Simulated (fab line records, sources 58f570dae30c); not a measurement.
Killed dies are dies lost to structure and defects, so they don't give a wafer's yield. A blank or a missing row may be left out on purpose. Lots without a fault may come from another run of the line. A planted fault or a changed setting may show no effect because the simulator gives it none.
Which tool did it? | flow berkeley_cmos170 | 7 lots, 21 wafers sampled, at 1 step of a route of 331

WHAT THE GAUGES READ, wafer by wafer
UCB170_START_BOW_MEAS_00.
lot  | measured    | on            | INCOMING_BOW (um)
L686 | day 1 20:04 | film_metro-03 | -6 -6 0
L688 | day 2 06:00 | film_metro-02 | 0 -7 -3
L690 | day 2 16:01 | film_metro-03 | 8 -7 11
L692 | day 3 02:02 | film_metro-02 | 1 4 7
L696 | day 3 22:01 | film_metro-01 | -1 8 0
L702 | day 5 04:00 | film_metro-03 | 0 2 -5
L706 | day 6 00:01 | film_metro-03 | 0 19 2

WHICH TOOL RAN EACH LOT (tool, then ch and the chambers of the sampled wafers, then the start)
The record holds no process step before these readings.

THE ANSWER, worked out from the rows above alone
Rule: what is usual is taken from the lots themselves. Put in order of their means at a reading, lots are off if they are a third of the lots or fewer, leave a main group of 4 or more, and stand apart from it by a gap of 3 or more times the standard deviation of the main group's means; of several such gaps the widest counts. A main group whose means are all the same, to the digits that the tables above print for the reading, isn't used. A lot without any number at a reading at which 4 lots or more have one is off too. The other lots that the step has rows for count as sound.
No lot is off at any reading shown: from this, nothing can be told.

WHAT THE SIMULATOR HAD PUT IN
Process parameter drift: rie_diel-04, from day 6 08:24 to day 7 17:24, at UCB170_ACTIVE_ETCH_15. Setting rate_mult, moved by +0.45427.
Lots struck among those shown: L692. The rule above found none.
